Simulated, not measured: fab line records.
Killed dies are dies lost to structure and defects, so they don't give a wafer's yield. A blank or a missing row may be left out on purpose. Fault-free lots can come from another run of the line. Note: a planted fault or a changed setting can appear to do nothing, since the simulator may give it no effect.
Check for tools in common ; flow berkeley cmos170 ; 44 wafers sampled across 15 lots

## WHY IT WAS OPENED
At UCB170_V2_THK_MEAS_04 the reading V2_POLISHED_THK is flagged on 3 of 15 lots. Wafers without a fault read 999.9 nm, standard deviation 1.2.
Rule: flag the lot when none of its wafers has a number, or when each of its wafers that has one lies beyond 4 standard deviations from that mean. The other lots count as sound.

lot;measured;on;V2_POLISHED_THK (nm), wafer by wafer;flag
L648;day 7 19:56;film metro-02;999.2 998.3 998.8;
L649;day 8 13:08;film metro-01;1000.2 1000.6 999.9;
L652;day 8 22:01;film metro-02;998.9 998.1 1000.1;
L655;day 8 22:18;film metro-03;1000.4 1000.3 999.2;
L654;day 8 22:22;film metro-02;1001.6 999.6 1000.9;
L651;day 8 22:54;film metro-02;1001.3 999.7 999.3;
L661;day 10 10:23;film metro-03;926.9 925.4 927.1;FLAGGED
L659;day 10 10:58;film metro-03;926.7 924.1;FLAGGED
L662;day 10 23:19;film metro-02;999.2 1000.2 999.3;
L663;day 11 03:52;film metro-02;924.7 923.8 927.1;FLAGGED
L664;day 11 04:10;film metro-02;1000.8 1000.0 999.8;
L665;day 11 16:20;film metro-03;1000.8 999.9 999.9;
L667;day 12 05:00;film metro-01;1001.0 999.2 999.8;
L666;day 12 15:14;film metro-03;1000.5 1001.4 1001.5;
L670;day 12 16:01;film metro-02;1000.4 1000.9 999.6;
The mean of the flagged lots' numbers is 925.7 nm, -74.2 nm from the usual (-62 standard deviations).

## EACH LOT AND THE TOOL IT RAN ON
Before the reading, the record contains 2 process steps out of a 331-step route. Every cell lists first the tool, next ch and the chambers used by the sampled wafers, and last the start.
lot;flag;UCB170_M2_STRIP_07;UCB170_V2_CMP_02
L648;;plasma asher-03 ch 0,1, day 7 17:23;cmp-02 ch 2,3, day 7 19:33
L649;;plasma asher-03 ch 0,1, day 8 10:35;cmp-01 ch 1,3, day 8 12:46
L652;;plasma asher-03 ch 0,1, day 8 18:32;cmp-02 ch 1,2,3, day 8 21:35
L655;;plasma asher-04 ch 0,1, day 8 18:37;cmp-01 ch 0,1, day 8 21:52
L654;;plasma asher-03 ch 0,1, day 8 18:51;cmp-02 ch 0,2, day 8 21:58
L651;;plasma asher-02 ch 0,1, day 8 19:26;cmp-02 ch 1,3, day 8 22:28
L661;FLAGGED;plasma asher-03 ch 0,1, day 10 07:41;cmp-02 ch 0,1, day 10 09:58
L659;FLAGGED;plasma asher-02 ch 0, day 10 08:10;cmp-02 ch 0, day 10 10:36
L662;;plasma asher-02 ch 0,1, day 10 20:44;cmp-01 ch 0,1,2, day 10 23:02
L663;FLAGGED;plasma asher-04 ch 0,1, day 11 00:02;cmp-02 ch 0,1, day 11 03:27
L664;;plasma asher-03 ch 0,1, day 11 00:32;cmp-01 ch 0,1,3, day 11 03:43
L665;;plasma asher-02 ch 0,1, day 11 12:29;cmp-01 ch 0,1,3, day 11 15:55
L667;;plasma asher-02 ch 0,1, day 12 01:42;cmp-01 ch 1,3, day 12 04:34
L666;;plasma asher-04 ch 0,1, day 12 12:23;cmp-01 ch 0,2,3, day 12 14:56
L670;;plasma asher-03 ch 0,1, day 12 12:17;cmp-01 ch 1,3, day 12 15:38
What the steps here do:
- UCB170_M2_STRIP_07: strips in O2.
- UCB170_V2_CMP_02: polishes SiO2.
- UCB170_V2_THK_MEAS_04

## FLAGGED OVER TOTAL, TOOL BY TOOL (the gauges that took the reading come last)
step;tool;lots run;flagged;share of the flagged lots;sound lots run after its first flagged lot
UCB170_M2_STRIP_07;plasma asher-02;5;1;some;3 (L662,L665,L667)
UCB170_M2_STRIP_07;plasma asher-03;7;1;some;2 (L664,L670)
UCB170_M2_STRIP_07;plasma asher-04;3;1;some;1 (L666)
UCB170_V2_CMP_02;cmp-01;8;0;none;-
UCB170_V2_CMP_02;cmp-02;7;3;all;0
UCB170_V2_THK_MEAS_04;film metro-01;2;0;none;-
UCB170_V2_THK_MEAS_04;film metro-02;8;1;some;2 (L664,L670)
UCB170_V2_THK_MEAS_04;film metro-03;5;2;some;2 (L665,L666)

## WHAT THE TABLE ALLOWS
In the table, 1 row covers all flagged lots: cmp-02 at UCB170_V2_CMP_02.
- cmp-02 at UCB170_V2_CMP_02: 3 of its 7 lots flagged. Its last sound lot is L651 (day 8 22:28), its first flagged lot L661 (day 10 09:58): a fault that began between those two fits.
What remains is a single tool, cmp-02 at UCB170_V2_CMP_02.

## WHAT HAD BEEN PUT IN BY THE SIMULATOR
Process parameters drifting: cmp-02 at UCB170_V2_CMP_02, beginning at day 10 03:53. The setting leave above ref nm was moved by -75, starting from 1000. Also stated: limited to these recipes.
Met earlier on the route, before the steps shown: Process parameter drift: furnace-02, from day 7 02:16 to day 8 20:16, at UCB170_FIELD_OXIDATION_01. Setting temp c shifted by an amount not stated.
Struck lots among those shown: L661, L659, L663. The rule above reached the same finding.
